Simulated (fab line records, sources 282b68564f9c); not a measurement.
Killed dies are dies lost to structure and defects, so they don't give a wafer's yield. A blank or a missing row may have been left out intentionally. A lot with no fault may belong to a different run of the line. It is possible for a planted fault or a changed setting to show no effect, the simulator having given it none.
fab line records :: flow ritCmos
[record]
  lots = 15
  wafers = 45
  lastDay = 7
route steps=202 shown FOX1@22 M1@202
lots with no fault: from the same line, run without faults
startH: hours from the record's opening day to when the first of the lot's shown wafers began :: waitH: hours from the lot's prior step to this one :: " repeats the value in the row above :: L1.1+2: a single row standing in for several wafers :: - no value, or no start was given :: * or withheld: withheld :: < > ~ a bound
route shown NAME@n: NAME is a module with steps in the file, n the number in the route of the first one :: usual: the fault-free wafers' mean and standard deviation :: same: alike in all rows :: chamber/n: place in a boat :: sites: each site's reading :: _std_site: the values' standard deviation :: _edge_site: the outer-site mean with the inner-site mean subtracted :: radiusMm: for every site, how far away it sits from the centre of the wafer :: mask NAME#n: copy n :: behind: tool/chamber where the wafer was last shaped :: hold: why the lot was held/for how many hours/how that ended :: device: names the non-switching transistor (n, p or np) :: end of line: tests run on the same wafers once the route is complete :: a step with no rows: only its recipe :: killed: the dies lost at the first sort to structure and to defects; this is not the yield of the wafer :: map: dies across one wafer; x = killed, . = not, _ = none there
set.NAME: the setting that was run; set.NAME@STEP: the one run at that earlier step :: model.NAME: the simulator's own value behind a step, which no gauge read
a sample of lots followed through the steps of the route, with each step as a table and each wafer as a row
services: from which hour (startH, from the record's first day; less than 0 if before it) a tool's chamber was out of use, for how many hours, and why
[[steps]]
[step RIT_FOX1_WET_ETCH_02]
[recipe]
  chemistry = BOE
  targetDepthNm = 350
  timeS = 390
  tempC = 21.5
  dry = n2Spin
  dilution = 10:1
  target = SiO2
lot.wafer: L412.1+3+4
tool: wetBench-01
chamber: 0
startH: 20.69
waitH: 0.1

lot.wafer: L413.1+2+3
tool: wetBench-01
chamber: 0
startH: 29.03
waitH: 0.1

lot.wafer: L415.1+2+3
tool: wetBench-03
chamber: 3
startH: 37.34
waitH: 0.1

lot.wafer: L416.2+3+6
tool: wetBench-02
chamber: 3
startH: 41.21
waitH: 0.0

lot.wafer: L417.2+3+5
tool: wetBench-02
chamber: 0
startH: 44.45
waitH: 0.0

lot.wafer: L418.1+3+5
tool: wetBench-03
chamber: 3
startH: 48.21
waitH: 0.1

lot.wafer: L419.3+4+6
tool: wetBench-02
chamber: 2
startH: 53.88
waitH: 0.0

lot.wafer: L420.1+3+5
tool: wetBench-02
chamber: 3
startH: 58.97
waitH: 0.1

lot.wafer: L421.1+4+6
tool: wetBench-02
chamber: 2
startH: 65.17
waitH: 0.1

lot.wafer: L425.2+3+6
tool: wetBench-03
chamber: 3
startH: 84.50
waitH: 0.0

lot.wafer: L426.2+3+5
tool: wetBench-01
chamber: 1
startH: 89.72
waitH: 0.0

lot.wafer: L427.3+4+6
tool: wetBench-03
chamber: 1
startH: 93.74
waitH: 0.0

lot.wafer: L431.1+3+6
tool: wetBench-03
chamber: 3
startH: 112.44
waitH: 0.1

lot.wafer: L433.3+4+5
tool: wetBench-01
chamber: 0
startH: 124.03
waitH: 0.0

lot.wafer: L435.1+2+6
tool: wetBench-02
chamber: 1
startH: 133.43
waitH: 0.1
[step RIT_M1_PROBE_99]
[usual]
  killedAtContacts = 0.0/0.18
  killedAtFrontEnd = 7/3
  killedDies = 7/3
  killedOnRim = 2/1.4
  killedOpen = 3.6/1.9
  killedShort = 3.2/1.8
[same]
  grossDies = 264
  killed_at_M0_to_M3 = 0
  killed_at_M4_up = 0
  killedAtBackSide = 0
  killedAtOther = 0
lot.wafer: L425.2
tool: prober-01
chamber: -
startH: 127.63
waitH: 0.1
killedAtContacts: 0
killedAtFrontEnd: 27
killedDies: 27
killedOnRim: 11
killedOpen: 6
killedShort: 4

lot.wafer: L425.3
tool: prober-01
chamber: -
startH: 127.68
waitH: 0.2
killedAtContacts: 0
killedAtFrontEnd: 20
killedDies: 20
killedOnRim: 9
killedOpen: 5
killedShort: 1

lot.wafer: L425.6
tool: prober-01
chamber: -
startH: 127.83
waitH: 0.2
killedAtContacts: 1
killedAtFrontEnd: 20
killedDies: 21
killedOnRim: 9
killedOpen: 4
killedShort: 0

lot.wafer: L427.3
tool: prober-01
chamber: -
startH: 139.37
waitH: 0.2
killedAtContacts: 0
killedAtFrontEnd: 50
killedDies: 50
killedOnRim: 2
killedOpen: 4
killedShort: 1

lot.wafer: L427.4
tool: prober-01
chamber: -
startH: 139.42
waitH: 0.2
killedAtContacts: 0
killedAtFrontEnd: 47
killedDies: 47
killedOnRim: 2
killedOpen: 4
killedShort: 2

lot.wafer: L427.6
tool: prober-01
chamber: -
startH: 139.52
waitH: 0.2
killedAtContacts: 0
killedAtFrontEnd: 48
killedDies: 48
killedOnRim: 2
killedOpen: 5
killedShort: 3

lot.wafer: L431.1
tool: prober-01
chamber: -
startH: 157.55
waitH: 0.1
killedAtContacts: 0
killedAtFrontEnd: 27
killedDies: 27
killedOnRim: 12
killedOpen: 7
killedShort: 5

lot.wafer: L431.3
tool: prober-01
chamber: -
startH: 157.65
waitH: 0.2
killedAtContacts: 0
killedAtFrontEnd: 20
killedDies: 20
killedOnRim: 10
killedOpen: 3
killedShort: 2

lot.wafer: L431.6
tool: prober-01
chamber: -
startH: 157.80
waitH: 0.2
killedAtContacts: 0
killedAtFrontEnd: 20
killedDies: 20
killedOnRim: 8
killedOpen: 3
killedShort: 3
// killed by level:class
L425.2 FOX1:unspecified=17 GATE:geometricParticle:open=2 REOX:geometricParticle:short=2 FOX1:geometricParticle:open=1 FOX2:geometricParticle:short=1 GATE:geometricParticle:short=1 REOX:geometricParticle:open=1 SPACER:geometricParticle:open=1
L425.3 FOX1:unspecified=14 REOX:geometricParticle:open=2 FOX1:geometricParticle:open=1 GATE:geometricParticle:open=1 REOX:geometricParticle:short=1 SPACER:geometricParticle:open=1
L425.6 FOX1:unspecified=17 GATE:geometricParticle:open=1 REOX:geometricParticle:open=1 SILICIDE:geometricParticle:open=1 CONTACT:geometricParticle:open=1
L427.3 FOX1:unspecified=45 REOX:geometricParticle:open=2 SILICIDE:geometricParticle:open=2 GATE:geometricParticle:short=1
L427.4 FOX1:unspecified=41 SILICIDE:geometricParticle:open=3 FOX2:geometricParticle:short=1 SPACER:geometricParticle:open=1 SPACER:geometricParticle:short=1
L427.6 FOX1:unspecified=40 REOX:geometricParticle:open=3 GATE:geometricParticle:short=2 FOX1:geometricParticle:open=1 GATE:geometricParticle:open=1 SILICIDE:geometricParticle:short=1
L431.1 FOX1:unspecified=15 SILICIDE:geometricParticle:open=3 FOX2:geometricParticle:open=2 SPACER:geometricParticle:short=2 FOX2:geometricParticle:short=1 GATE:geometricParticle:short=1 GATE:geometricParticle:open=1 REOX:geometricParticle:short=1
L431.3 FOX1:unspecified=15 FOX1:geometricParticle:open=1 FOX1:geometricParticle:short=1 GATE:geometricParticle:open=1 SILICIDE:geometricParticle:open=1 SILICIDE:geometricParticle:short=1
L431.6 FOX1:unspecified=14 GATE:geometricParticle:short=2 GATE:geometricParticle:open=2 ACTIVE:geometricParticle:short=1 REOX:geometricParticle:open=1
[[services]]
tool: wetBench-02
chamber: -
startH: -1.93
hours: 1.6
kind: repair

tool: wetBench-02
chamber: -
startH: 57.88
hours: 0.9
kind: repair

tool: wetBench-02
chamber: -
startH: 61.90
hours: 1.9
kind: pm
[[key]]
[firstSign]
  step = RIT_M1_PROBE_99
  reading = killedAtFrontEnd
  direction = up
  sigmas = 8
  usual = 7
  struck = 31
[effect]
  step = RIT_M1_PROBE_99
  reading = killedDies
  direction = up
  sigmas = 8
  usual = 7
  struck = 31
metAt RIT_FOX1_WET_ETCH_02
struckLots L425,L427,L431
testerLeftOut L425,L427,L431
onsetBetween 48.21 84.50
[fault]
  kind = chamberParticleSource
  tool = wetBench-03
  chamber = -
  onsetH = 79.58
  steps = RIT_FOX1_WET_ETCH_02
  ratePerVisitCm2 = 2.0719
  endH = 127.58
// testerLeftOut: of these lots the tester's yield and bins aren't shown, on N5 and GAA mostly nor the transistor test; their killed dies are dies lost to structure and defects alone, not to doping, threshold or leakage, so they don't give the yield
